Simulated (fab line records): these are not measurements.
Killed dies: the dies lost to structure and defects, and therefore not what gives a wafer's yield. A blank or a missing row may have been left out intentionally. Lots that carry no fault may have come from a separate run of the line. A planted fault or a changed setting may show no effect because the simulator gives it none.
fab line records | flow ritCmos
record lots=6 wafers=18 lastDay=6
route steps=202 shown SILICIDE@167 CONTACT@168 M1@184
lots that met no fault: from a run of the same line without faults
startH: hours from the record's opening day to when the first of the lot's shown wafers began | waitH: time in hours since the lot's previous step | " same as the row above | L1.1+2: a single row standing in for several wafers | - value missing, or start not given | * or withheld: withheld | < > ~ a bound
route shown NAME@n: NAME is a module with steps in the file, n the number in the route of the first one | usual: mean/standard deviation of fault-free wafers | same: alike in all rows | chamber/n: place in a boat | sites: each site's reading | _std_site: standard deviation of those values | _edge_site: inner sites' mean taken away from outer sites' mean | radiusMm: for every site, how far away it sits from the centre of the wafer | mask NAME#n: copy n | behind: tool/chamber where the wafer was last shaped | hold: reason for holding the lot/hours on hold/outcome of the hold | device: the n, p or np transistor that did not switch | end of line: at the end of the route, the tests of the same wafers | step lacking rows: just its recipe | killed: at the first sort, the dies lost to defects and structure; wafer yield is something else | map: the dies of a wafer, with x for killed, . for not killed, _ for no die there
set.NAME: the setting the step ran with; set.NAME@STEP: the setting that earlier step ran with | model.NAME: the simulator's own value behind a step, which no gauge read
lots at selected steps of the route; one table per step, one row per wafer
services: a tool's chamber out of use, with start hour (startH, from the record's first day; less than 0 if before it), hours out, and reason
## steps
# step RIT_SILICIDE_RTA_06
# recipe tempC=750 timeS=10 idleTempC=25 rampUpS=5 rampDownS=10 coolToC=25 ambient=N2
# usual wafer_temp_C_max=752.2/0.5
# columns lot.wafer tool chamber startH waitH wafer_temp_C_max
L546.1 rtpAnneal-01 0 91.70 0.0 752.3
L546.3 " 0 " " 751.7
L546.4 " 0 " " 752.4
L548.3 rtpAnneal-01 0 100.59 0.0 752.2
L548.5 " 0 " " 751.6
L548.6 " 0 " " 751.9
L553.2 rtpAnneal-02 0 126.34 0.0 751.3
L553.3 " 0 " " 752.5
L553.5 " 0 " " 751.5
L554.2 rtpAnneal-01 0 129.36 0.0 751.7
L554.4 " 0 " " 752.8
L554.6 " 0 " " 752.0
L556.2 rtpAnneal-01 0 141.37 0.0 752.0
L556.3 " 0 " " 752.9
L556.5 " 0 " " 752.3
L557.1 rtpAnneal-02 0 143.69 0.0 752.3
L557.2 " 0 " " 752.6
L557.6 " 0 " " 752.3
# step RIT_CONTACT_CVD_00
# recipe material=SiO2 targetThkNm=400 precursor=TEOS tempC=390 timeS=63.48 rfW=400
# usual heaterPowerW=330/61
# columns lot.wafer tool chamber startH waitH heaterPowerW
L546.1 pecvd-03 1 91.77 0.1 308
L546.3 " 2 " " 279
L546.4 " 0 " " 379
L548.3 pecvd-01 1 100.68 0.1 365
L548.5 " 1 " " 385
L548.6 " 1 " " 390
L553.2 pecvd-02 2 126.40 0.0 312
L553.3 " 1 " " 391
L553.5 " 0 " " 176
L554.2 pecvd-01 2 129.41 0.0 394
L554.4 " 1 " " 300
L554.6 " 1 " " 314
L556.2 pecvd-02 1 141.42 0.0 410
L556.3 " 2 " " 310
L556.5 " 2 " " 330
L557.1 pecvd-01 2 143.76 0.1 341
L557.2 " 1 " " 402
L557.6 " 2 " " 372
# step RIT_CONTACT_THK_MEAS_01
# recipe reads=SiO2_of_CONTACT_CVD_00
# usual CONTACT_TEOS_THK=417/5.1
# columns lot.wafer tool chamber startH waitH CONTACT_TEOS_THK[nm]
L546.1 filmMetro-02 - 91.82 0.0 420
L546.3 " - " " 414
L546.4 " - " " 422
L548.3 filmMetro-02 - 100.80 0.1 418
L548.5 " - " " 416
L548.6 " - " " 418
L553.2 filmMetro-04 - 126.46 0.0 405
L553.3 " - " " 416
L553.5 " - " " 408
L554.2 filmMetro-04 - 129.50 0.1 412
L554.4 " - " " 418
L554.6 " - " " 423
L556.2 filmMetro-01 - 141.48 0.0 420
L556.3 " - " " 413
L556.5 " - " " 423
L557.1 filmMetro-02 - 143.84 0.1 410
L557.2 " - " " 417
L557.6 " - " " 417
# step RIT_CONTACT_HMDS_02
# recipe primeTimeS=60 primeTempC=140
# step RIT_CONTACT_COAT_03
# recipe resist=NOVOLAK spinRpm=3250 resistThkNm=1000
# step RIT_CONTACT_SOFTBAKE_04
# recipe resist=NOVOLAK tempC=90 timeS=60
# step RIT_CONTACT_EXPOSE_05
# recipe maskId=M11 na=0.6 sourceShape=conventional sigmaOuter=0.5 targetCdNm=1000 doseMj=250
# step RIT_CONTACT_PEB_06
# recipe resist=NOVOLAK tempC=withheld timeS=withheld
# step RIT_CONTACT_DEVELOP_07
# recipe resist=NOVOLAK developTimeS=120 devTempC=23
# step RIT_CONTACT_CD_MEAS_08
# recipe targetCdNm=1000
# usual cdNm=999.7/2.4
# columns lot.wafer tool chamber startH waitH cdNm
L546.1 cdSem-02 - 92.85 - 1002.8
L546.3 " - " " 1002.5
L546.4 " - " " 1002.0
L548.3 cdSem-02 - 102.10 - 999.7
L548.5 " - " " 999.3
L548.6 " - " " 998.4
L553.2 cdSem-02 - 127.49 - 997.9
L553.3 " - " " 996.5
L553.5 " - " " 998.3
L554.2 cdSem-02 - 130.53 - 999.7
L554.4 " - " " 998.6
L554.6 " - " " 999.4
L556.2 cdSem-01 - 142.64 - 1000.6
L556.3 " - " " 1001.6
L556.5 " - " " 999.8
L557.1 cdSem-01 - 145.17 - 999.0
L557.2 " - " " 996.2
L557.6 " - " " 999.5
# step RIT_CONTACT_OVL_MEAS_09
# usual CONTACT_OVL=0.2/1.3
# columns lot.wafer tool chamber startH waitH CONTACT_OVL[nm]
L546.1 overlay-02 - 92.97 0.1 -1.2
L546.3 " - " " -2.3
L546.4 " - " " -0.1
L548.3 overlay-01 - 102.19 0.1 0.6
L548.5 " - " " 2.0
L548.6 " - " " 1.5
L553.2 overlay-01 - 127.60 0.1 1.5
L553.3 " - " " -0.3
L553.5 " - " " 0.2
L554.2 overlay-01 - 130.64 0.1 -0.4
L554.4 " - " " -0.6
L554.6 " - " " -1.2
L556.2 overlay-01 - 142.75 0.1 1.5
L556.3 " - " " 0.2
L556.5 " - " " 1.4
L557.1 overlay-02 - 145.29 0.1 -0.7
L557.2 " - " " 1.1
L557.6 " - " " 0.1
# step RIT_CONTACT_HARDBAKE_10
# recipe resist=NOVOLAK tempC=140 timeS=60
# step RIT_CONTACT_ETCH_11
# recipe targetDepthA=4800 overEtchFrac=0.2 stopOn=TiSi2 chemistry=CHF3/CF4/Ar target=SiO2 CHF3_flow_sccm=50 cf4FlowSccm=10 Ar_flow_sccm=100 O2_flow_sccm=5 pressureMtorr=100 rfW=200 timeS=320
# usual drypumpMotorCurrentA=5.8/0.41 oesProductAu=0.991/0.02 throttleValvePct=8.82/0.081
# columns lot.wafer tool chamber startH waitH drypumpMotorCurrentA oesProductAu rfHoursCounterH throttleValvePct
L546.1 rieDiel-03 0 93.15 0.1 5.6 1.014 5 8.82
L546.3 " 3 " " 4.8 0.986 70 8.83
L546.4 " 3 " " 4.9 0.989 - 8.84
L548.3 rieDiel-04 0 102.36 0.1 6.2 1.029 130 8.81
L548.5 " 0 " " 6.2 1.020 - 8.81
L548.6 " 1 " " 6.2 1.004 - 8.73
L553.2 rieDiel-04 2 127.78 0.1 6.3 0.971 136 8.67
L553.3 " 1 " " 6.2 1.003 73 8.71
L553.5 " 2 " " 6.3 0.969 - 8.66
L554.2 rieDiel-03 2 130.82 0.1 5.8 0.976 130 8.90
L554.4 " 3 " " 4.8 0.990 70 8.85
L554.6 " 2 " " 5.8 0.978 - 8.91
L556.2 rieDiel-03 0 142.93 0.1 5.6 1.023 6 8.83
L556.3 " 2 " " 5.8 0.975 130 8.92
L556.5 " 0 " " 5.6 1.021 - 8.83
L557.1 rieDiel-04 2 145.48 0.1 6.2 0.974 137 8.68
L557.2 " 0 " " 6.2 1.020 131 8.81
L557.6 " 1 " " 6.2 1.009 - 8.73
# step RIT_CONTACT_STRIP_12
# recipe chemistry=O2 timeS=180 resist=NOVOLAK platenTempC=withheld powerW=500 pressureMtorr=4000 o2FlowSccm=4000
# step RIT_CONTACT_CD_MEAS_90
# recipe targetCdNm=1000
# usual cdNm=999.9/2.5
# columns lot.wafer tool chamber startH waitH cdNm
L546.1 cdSem-01 - 93.52 0.1 1003.3
L546.3 " - " " 1002.7
L546.4 " - " " 1002.3
L548.3 cdSem-01 - 102.77 0.1 1000.2
L548.5 " - " " 999.8
L548.6 " - " " 998.6
L553.2 cdSem-02 - 128.17 0.1 998.5
L553.3 " - " " 996.0
L553.5 " - " " 998.7
L554.2 cdSem-02 - 131.21 0.1 999.6
L554.4 " - " " 998.9
L554.6 " - " " 1000.0
L556.2 cdSem-01 - 143.32 0.1 1000.4
L556.3 " - " " 1002.1
L556.5 " - " " 1000.1
L557.1 cdSem-01 - 145.85 0.1 999.2
L557.2 " - " " 995.9
L557.6 " - " " 999.7
# step RIT_CONTACT_CLEAN_13
# recipe chemistry=SC1 mix=3:3:50 timeS=600 tempC=75
# step RIT_CONTACT_CLEAN_14
# recipe chemistry=SC2 mix=3:3:50 timeS=600 tempC=75 dry=n2Spin
# step RIT_M1_SPUTTER_00
# recipe material=Al targetThkNm=400 powerW=2000 chamberPressurePa=0.4 gas=Ar timeS=500 substrateTempC=25
# usual throttleValvePct=30.5/1.4
# columns lot.wafer tool chamber startH waitH throttleValvePct
L546.1 pvdSputter-01 - 94.01 0.0 30.4
L546.3 " - " " 27.6
L546.4 " - " " 30.8
L548.3 pvdSputter-02 - 103.20 0.0 29.4
L548.5 " - " " 29.6
L548.6 " - " " 33.0
L553.2 pvdSputter-02 - 128.62 0.0 30.1
L553.3 " - " " 31.5
L553.5 " - " " 33.0
L554.2 pvdSputter-04 - 131.66 0.0 31.9
L554.4 " - " " 31.1
L554.6 " - " " 31.7
L556.2 pvdSputter-02 - 143.79 0.0 30.2
L556.3 " - " " 29.6
L556.5 " - " " 31.2
L557.1 pvdSputter-01 - 146.32 0.0 29.7
L557.2 " - " " 30.3
L557.6 " - " " 29.7
# step RIT_M1_RS_MEAS_01
# recipe thkMeasGauge=four-point-probe reads=Al_of_M1_SPUTTER_00
# usual M1_AL_RS=0.0731/0.0011
# columns lot.wafer tool chamber startH waitH M1_AL_RS[ohm/sq]
L546.1 filmMetro-01 - 94.30 0.1 0.0732
L546.3 " - " " 0.0736
L546.4 " - " " 0.0726
L548.3 filmMetro-03 - 103.53 0.2 0.0719
L548.5 " - " " 0.0723
L548.6 " - " " 0.0726
L553.2 filmMetro-01 - 128.93 0.2 0.0735
L553.3 " - " " 0.0727
L553.5 " - " " 0.0742
L554.2 filmMetro-04 - 132.34 0.4 0.0724
L554.4 " - " " 0.0736
L554.6 " - " " 0.0728
L556.2 filmMetro-01 - 144.10 0.2 0.0727
L556.3 " - " " 0.0735
L556.5 " - " " 0.0715
L557.1 filmMetro-01 - 146.61 0.1 0.0742
L557.2 " - " " 0.0740
L557.6 " - " " 0.0739
# step RIT_M1_THK_MEAS_02
# recipe thkMeasGauge=xrf reads=Al_of_M1_SPUTTER_00
# usual M1_AL_THK=398/6.6
# columns lot.wafer tool chamber startH waitH M1_AL_THK[nm]
L546.1 filmMetro-01 - 94.42 0.1 399
L546.3 " - " " 397
L546.4 " - " " 398
L548.3 filmMetro-03 - 103.63 0.1 405
L548.5 " - " " 404
L548.6 " - " " 403
L553.2 filmMetro-01 - 129.04 0.1 395
L553.3 " - " " 401
L553.5 " - " " 390
L554.2 filmMetro-04 - 132.45 0.1 402
L554.4 " - " " 392
L554.6 " - " " 394
L556.2 filmMetro-01 - 144.21 0.1 402
L556.3 " - " " 397
L556.5 " - " " 407
L557.1 filmMetro-01 - 146.73 0.1 395
L557.2 " - " " 396
L557.6 " - " " 397
# step RIT_M1_HMDS_03
# recipe primeTimeS=60 primeTempC=140
# step RIT_M1_COAT_04
# recipe resist=NOVOLAK spinRpm=2000 resistThkNm=1325
# step RIT_M1_SOFTBAKE_05
# recipe resist=NOVOLAK tempC=90 timeS=60
# step RIT_M1_EXPOSE_06
# recipe maskId=M12 na=0.6 sourceShape=conventional sigmaOuter=0.5 targetCdNm=2600 doseMj=250
# step RIT_M1_PEB_07
# recipe resist=NOVOLAK tempC=withheld timeS=withheld
# step RIT_M1_DEVELOP_08
# recipe resist=NOVOLAK developTimeS=68 devTempC=23
# step RIT_M1_CD_MEAS_09
# recipe targetCdNm=2600
# usual cdNm=2600.3/2.2
# columns lot.wafer tool chamber startH waitH cdNm
L546.1 cdSem-01 - 95.36 - 2601.1
L546.3 " - " " 2600.4
L546.4 " - " " 2601.0
L548.3 cdSem-01 - 104.60 - 2600.6
L548.5 " - " " 2598.4
L548.6 " - " " 2602.1
L553.2 cdSem-01 - 130.12 - 2601.0
L553.3 " - " " 2597.1
L553.5 " - " " 2598.8
L554.2 cdSem-02 - 133.40 - 2600.0
L554.4 " - " " 2601.7
L554.6 " - " " 2600.4
L556.2 cdSem-01 - 145.31 - 2602.1
L556.3 " - " " 2600.7
L556.5 " - " " 2601.0
L557.1 cdSem-02 - 147.80 - 2602.3
L557.2 " - " " 2603.8
L557.6 " - " " 2604.5
# step RIT_M1_OVL_MEAS_10
# usual M1_OVL=0.7/1.2
# columns lot.wafer tool chamber startH waitH M1_OVL[nm]
L546.1 overlay-01 - 95.48 0.1 3.5
L546.3 " - " " 3.0
L546.4 " - " " 2.8
L548.3 overlay-01 - 104.69 0.1 0.8
L548.5 " - " " -0.6
L548.6 " - " " -1.2
L553.2 overlay-01 - 130.23 0.1 0.2
L553.3 " - " " 1.1
L553.5 " - " " -1.0
L554.2 overlay-02 - 133.51 0.1 2.1
L554.4 " - " " 2.5
L554.6 " - " " -1.2
L556.2 overlay-01 - 145.42 0.1 2.3
L556.3 " - " " 1.8
L556.5 " - " " 3.7
L557.1 overlay-02 - 147.92 0.1 0.4
L557.2 " - " " 0.3
L557.6 " - " " 1.3
# step RIT_M1_HARDBAKE_11
# recipe resist=NOVOLAK tempC=140 timeS=120
# step RIT_M1_METAL_ETCH_12
# recipe stopOn=SiO2 chemistry=Cl2/BCl3 target=Al timeS=165 overEtchFrac=0.5 pressureMtorr=100 targetDepthA=6000 rfW=250 Cl2_flow_sccm=60 bcl3FlowSccm=50
# usual drypumpMotorCurrentA=5.5/0.34 oesProductAu=0.776/0.015 throttleValvePct=8.34/0.17
# columns lot.wafer tool chamber startH waitH drypumpMotorCurrentA oesProductAu rfHoursCounterH throttleValvePct
L546.1 rieMetal-02 1 95.77 0.2 5.1 0.766 4 8.19
L546.3 " 0 " " 5.6 0.763 - 8.23
L546.4 " 1 " " 5.1 0.766 - 8.21
L548.3 rieMetal-01 1 105.02 0.2 5.0 0.789 - 8.60
L548.5 " 0 " " 5.6 0.803 - 8.48
L548.6 " 1 " " 5.0 0.787 - 8.61
L553.2 rieMetal-04 0 130.51 0.2 6.0 0.789 38 8.15
L553.3 " 0 " " 6.0 0.798 - 8.15
L553.5 " 0 " " 6.0 0.783 - 8.15
L554.2 rieMetal-01 0 133.79 0.2 5.6 0.799 1 8.49
L554.4 " 1 " " 5.0 0.772 - 8.60
L554.6 " 1 " " 5.0 0.782 - 8.61
L556.2 rieMetal-01 0 145.70 0.2 5.6 0.802 2 8.49
L556.3 " 0 " " 5.6 0.792 - 8.47
L556.5 " 0 " " 5.6 0.809 - 8.49
L557.1 rieMetal-02 0 148.20 0.2 5.7 0.763 5 8.23
L557.2 " 1 " " 5.1 0.757 5 8.19
L557.6 " 1 " " 5.1 0.757 - 8.18
# step RIT_M1_STRIP_13
# recipe chemistry=nmp resist=NOVOLAK tempC=80 timeS=616.9 dry=n2Spin
# step RIT_M1_STRIP_14
# recipe chemistry=O2 timeS=180 platenTempC=withheld powerW=500 pressureMtorr=4000 o2FlowSccm=4000
# usual drypumpMotorCurrentA=6.0/0.35
# columns lot.wafer tool chamber startH waitH drypumpMotorCurrentA rfHoursCounterH
L546.1 plasmaAsher-04 0 96.10 0.0 5.6 45
L546.3 " 1 " " 6.4 -
L546.4 " 0 " " 5.6 -
L548.3 plasmaAsher-03 1 105.36 0.1 5.7 -
L548.5 " 1 " " 5.7 -
L548.6 " 0 " " 6.4 -
L553.2 plasmaAsher-03 0 130.84 0.0 6.4 51
L553.3 " 0 " " 6.4 -
L553.5 " 0 " " 6.4 -
L554.2 plasmaAsher-03 0 134.13 0.0 6.4 51
L554.4 " 0 " " 6.4 -
L554.6 " 1 " " 5.7 -
L556.2 plasmaAsher-03 1 146.05 0.0 5.7 53
L556.3 " 1 " " 5.7 -
L556.5 " 1 " " 5.7 -
L557.1 plasmaAsher-01 0 148.56 0.0 5.8 49
L557.2 " 1 " " 6.4 49
L557.6 " 0 " " 5.8 -
# step RIT_M1_CD_MEAS_90
# recipe targetCdNm=2600
# usual cdNm=2600.7/2.9
# columns lot.wafer tool chamber startH waitH cdNm
L546.1 cdSem-01 - 96.28 0.1 2601.5
L546.3 " - " " 2598.2
L546.4 " - " " 2600.5
L548.3 cdSem-01 - 105.52 0.1 2602.7
L548.5 " - " " 2596.9
L548.6 " - " " 2604.9
L553.2 cdSem-02 - 131.04 0.1 2600.5
L553.3 " - " " 2596.2
L553.5 " - " " 2598.8
L554.2 cdSem-01 - 134.32 0.1 2599.1
L554.4 " - " " 2604.2
L554.6 " - " " 2602.7
L556.2 cdSem-01 - 146.25 0.1 2602.0
L556.3 " - " " 2599.8
L556.5 " - " " 2600.3
L557.1 cdSem-01 - 148.73 0.1 2598.8
L557.2 " - " " 2606.6
L557.6 " - " " 2607.3
# step RIT_M1_ANNEAL_15
# recipe tempC=450 timeS=1800 ambient=forming_gas_H2N2
# step RIT_M1_BOW_MEAS_16
# recipe mode=bow
# usual M1_BOW=17/6.8
# columns lot.wafer tool chamber startH waitH M1_BOW[um]
L546.1 filmMetro-03 - 97.90 0.0 23
L546.3 " - " " 20
L546.4 " - " " 14
L548.3 filmMetro-03 - 107.14 0.0 13
L548.5 " - " " 29
L548.6 " - " " 11
L553.2 filmMetro-01 - 132.66 0.0 22
L553.3 " - " " 32
L553.5 " - " " 17
L554.2 filmMetro-04 - 135.94 0.0 16
L554.4 " - " " 22
L554.6 " - " " 20
L556.2 filmMetro-04 - 147.87 0.0 20
L556.3 " - " " 8
L556.5 " - " " 24
L557.1 filmMetro-01 - 150.35 0.0 16
L557.2 " - " " 13
L557.6 " - " " 13
# step RIT_M1_PROBE_99
# usual killedAtContacts=0.1/0.25 killedAtFrontEnd=6.3/2.9 killedDies=6.4/2.8 killedOpen=3.3/2 killedShort=3.1/2
# same grossDies=264 killed_at_M0_to_M3=0 killed_at_M4_up=0 killedAtBackSide=0 killedAtOther=0
# columns lot.wafer tool chamber startH waitH killedAtContacts killedAtFrontEnd killedDies killedOpen killedShort
L546.1 prober-02 - 98.02 0.1 0 5 5 1 4
L546.3 prober-02 - 98.12 0.2 0 11 11 3 8
L546.4 prober-02 - 98.17 0.2 0 6 6 1 5
L553.2 prober-02 - 132.81 0.1 0 7 7 5 2
L553.3 prober-02 - 132.86 0.2 43 1 44 1 0
L553.5 prober-02 - 132.96 0.2 0 12 12 8 4
L554.2 prober-01 - 136.09 0.1 0 3 3 2 1
L556.2 prober-01 - 148.02 0.1 0 0 0 0 0
L557.6 prober-02 - 150.72 0.2 40 12 52 7 5
# killed by level:class
L546.1 FOX1:geometricParticle:short=2 GATE:geometricParticle:short=2 GATE:geometricParticle:open=1
L546.3 SPACER:geometricParticle:short=4 FOX1:geometricParticle:short=2 SPACER:geometricParticle:open=2 FOX1:geometricParticle:open=1 GATE:geometricParticle:short=1 SILICIDE:geometricParticle:short=1
L546.4 GATE:geometricParticle:short=5 GATE:geometricParticle:open=1
L553.2 GATE:geometricParticle:open=3 FOX1:geometricParticle:open=1 FOX1:geometricParticle:short=1 FOX2:geometricParticle:short=1 SILICIDE:geometricParticle:open=1
L553.3 CONTACT:unspecified=43 FOX1:geometricParticle:open=1
L553.5 GATE:geometricParticle:short=3 GATE:geometricParticle:open=3 FOX2:geometricParticle:open=2 FOX1:geometricParticle:open=1 FOX1:geometricParticle:short=1 REOX:geometricParticle:open=1 SILICIDE:geometricParticle:open=1
L554.2 GATE:geometricParticle:open=1 GATE:geometricParticle:short=1 SPACER:geometricParticle:open=1
L557.6 CONTACT:unspecified=40 GATE:geometricParticle:short=4 GATE:geometricParticle:open=4 FOX1:geometricParticle:short=1 FOX2:geometricParticle:open=1 SPACER:geometricParticle:open=1 SILICIDE:geometricParticle:open=1
# map L553.3 (x killed, . not)
________......._______
_____.............____
____...............___
___.................__
__...x..x............_
__...xxxxx..........._
_..x.xxxxxx...........
_...xxxxxxxx..........
_...xxxxxxxx..........
_..xxxxxxx.x..........
__...xxxxx..........._
__....x.............._
___.................__
____...............___
_____.............____
________......._______
# map L557.6 (x killed, . not)
________......._______
_____.........x...____
____...............___
___.....x.........x.__
__....xxx......x....._
__.x.xxx.x...xx......_
_..x.xxxxxx...........
_.x.xxxxxxxx..........
_...xxxxxxx...........
_...xxxxxx............
__....x.xxx.........._
__.x....x............_
___......x..........__
____...............___
_____.....x...x...____
________......._______
## services
# columns tool chamber startH hours kind
rtpAnneal-02 - 73.83 1.1 pm
rieDiel-03 1 81.72 18.8 repair
pecvd-01 2 91.39 12.9 repair
pvdSputter-02 - 92.19 3.7 repair
pecvd-03 1 95.04 - calibration
rieDiel-03 - 97.19 2.8 pm
rieMetal-04 - 101.68 1.4 pm
pecvd-01 - 101.97 5.5 pm
rieDiel-03 2 107.50 12.0 repair
plasmaAsher-04 - 108.75 9.0 pm
plasmaAsher-04 0 108.75 9.0 ventCycle
plasmaAsher-04 1 108.75 9.0 ventCycle
plasmaAsher-04 0 117.75 - clean
plasmaAsher-04 1 117.75 - clean
pvdSputter-02 - 120.33 3.4 repair
rieMetal-02 - 133.19 0.9 repair
pecvd-03 - 135.77 0.8 repair
rieMetal-04 - 136.12 20.0 pm
rieMetal-04 0 136.12 20.0 ventCycle
rieMetal-04 1 136.12 20.0 ventCycle
rieMetal-02 1 144.10 2.5 repair
## key
firstSign step=RIT_M1_PROBE_99 reading=killedAtContacts direction=up sigmas=41 usual=0.1 struck=41.5
effect step=RIT_M1_PROBE_99 reading=killedDies direction=up sigmas=15 usual=6.4 struck=48
metAt RIT_CONTACT_ETCH_11
struckWafers L553.3,L557.6
testerLeftOut L553,L557
onsetBetween 102.36 127.78
fault kind=chamberParticleSource tool=rieDiel-04 chamber=1 onsetH=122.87 steps=RIT_CONTACT_ETCH_11 ratePerVisitCm2=1.9685 endH=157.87
# testerLeftOut: of these lots the tester's yield and bins aren't shown, on N5 and GAA mostly nor the transistor test; their killed dies are dies lost to structure and defects alone, not to doping, threshold or leakage, so they don't give the yield
